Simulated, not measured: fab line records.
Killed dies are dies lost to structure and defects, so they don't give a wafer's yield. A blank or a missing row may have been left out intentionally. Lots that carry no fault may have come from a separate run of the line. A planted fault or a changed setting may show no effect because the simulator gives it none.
Chamber matching	flow berkeley_cmos170	4 sister chambers for UCB170_V2_CMP_02 on cmp-01
The step polishes SiO2. 4 wafers are shown with their chamber, then 7 later ones without.

WAFERS PAIRED WITH THEIR CHAMBERS
wafer	chamber	motor_current_A (A)
L876.1	2	16.5
L876.5	0	16.9
L883.2	3	21.1
L883.4	1	14.5

WAFERS MISSING THEIR CHAMBER
wafer	motor_current_A (A)
L883.6	16.7
L886.2	19.0
L886.4	14.8
L886.6	14.5
L889.1	13.8
L889.3	19.1
L889.5	13.3

EACH ONE'S CHAMBER
wafer	from the rows above	in truth
L883.6	can't be placed: 0 or 2 or 1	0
L886.2	can't be placed: 0 or 3 or 2 or 1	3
L886.4	can't be placed: 1 or 2 or 0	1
L886.6	can't be placed: 1 or 2 or 0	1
L889.1	can't be placed: 1 or 2 or 0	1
L889.3	can't be placed: 3 or 0 or 2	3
L889.5	can't be placed: 1 or 2 or 0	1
Correct placement for 0 of the 7. Cannot be placed on the basis of these rows: 7; the candidates contain the true chamber in 7. Placed wrongly: 0.
How it was worked out, from the rows above alone: a wafer's distance from a chamber is the root of the sum, over the readings, of the square of ((its reading less the chamber's mean) divided by the reading's scatter). The wafer belongs to the nearest chamber; if the next one is less than 2 further off, it can't be placed. A chamber's mean is the mean of its shown wafers. The scatter: root of mean squared gap, hidden wafer to nearest shown wafer, with one shown wafer a chamber.
